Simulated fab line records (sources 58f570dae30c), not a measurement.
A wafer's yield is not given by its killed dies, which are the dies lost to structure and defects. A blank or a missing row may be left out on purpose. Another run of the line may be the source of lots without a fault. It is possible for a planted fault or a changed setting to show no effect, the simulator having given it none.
The same fault as seen by 2 desks | flow berkeley_cmos170 | each desk holds nothing but its own numbers, with what lay behind them at the end

## DESK OF THE TOOL OWNER: litho_track-03
The tool's own readings at UCB170_GATE_PEB_10, given as means over the sampled wafers that have a number, one for each lot that went through this tool. A lot is out of limits, marked OUT, if its mean lies more than 4 standard deviations from the usual mean; the brackets give that distance.
Columns: A = heater_power_total_W at UCB170_GATE_PEB_10, usual 56.79 W; B = plate_temp_C at UCB170_GATE_PEB_10, usual 130.00 C
lot  | first seen here | A               | B
L530 | day 7 06:23     | 56.82           | 130.02
L529 | day 7 06:40     | 56.82           | 129.96
L531 | day 7 15:52     | 56.80           | 130.07
L538 | day 9 06:50     | 54.08 (-57) OUT | 125.29 (-36) OUT
L537 | day 9 07:04     | 54.10 (-56) OUT | 125.16 (-37) OUT
L540 | day 10 05:08    | 54.12 (-56) OUT | 125.20 (-37) OUT
This desk's finding: out of limits on L537, L538, L540; first on L538, day 9 06:50 (heater_power_total_W at UCB170_GATE_PEB_10). L530, L529, L531 stayed within limits.

## METROLOGY DESK
Lot by lot, what the gauges showed, no matter which tool ran the lot: averages of those sampled wafers that carry a number. A lot is out of limits, marked OUT, if its mean lies more than 4 standard deviations from the usual mean; the brackets give that distance.
Columns: A = cd_nm at UCB170_GATE_CD_MEAS_12, usual 350.1 nm
lot  | first seen here | A
L530 | day 7 06:40     | 350.2
L529 | day 7 06:56     | 348.8
L531 | day 7 16:08     | 349.3
L532 | day 7 16:20     | 351.3
L538 | day 9 07:06     | 388.0 (+27) OUT
L537 | day 9 07:20     | 387.2 (+26) OUT
L540 | day 10 05:24    | 380.2 (+21) OUT
L550 | day 11 18:19    | 349.6
L551 | day 12 05:29    | 350.0
L552 | day 12 05:42    | 348.9
This desk's finding: out of limits on L537, L538, L540; first on L538, day 9 07:06 (cd_nm at UCB170_GATE_CD_MEAS_12). L530, L529, L531, L532, L550, L551, L552 stayed within limits.

## PUT TOGETHER
On L537, L538, L540, at day 9 06:50, an alarm was possible from the tool owner's desk.
L537, L538, L540 would have let the metrology desk raise an alarm at day 9 07:06.
The lots listed all ran UCB170_GATE_PEB_10 on litho_track-03.

## WHAT THE SIMULATOR HAD PUT IN
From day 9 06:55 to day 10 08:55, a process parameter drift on litho_track-03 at UCB170_GATE_PEB_10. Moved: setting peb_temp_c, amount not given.
Shown lots that were struck: L537, L538, L540.
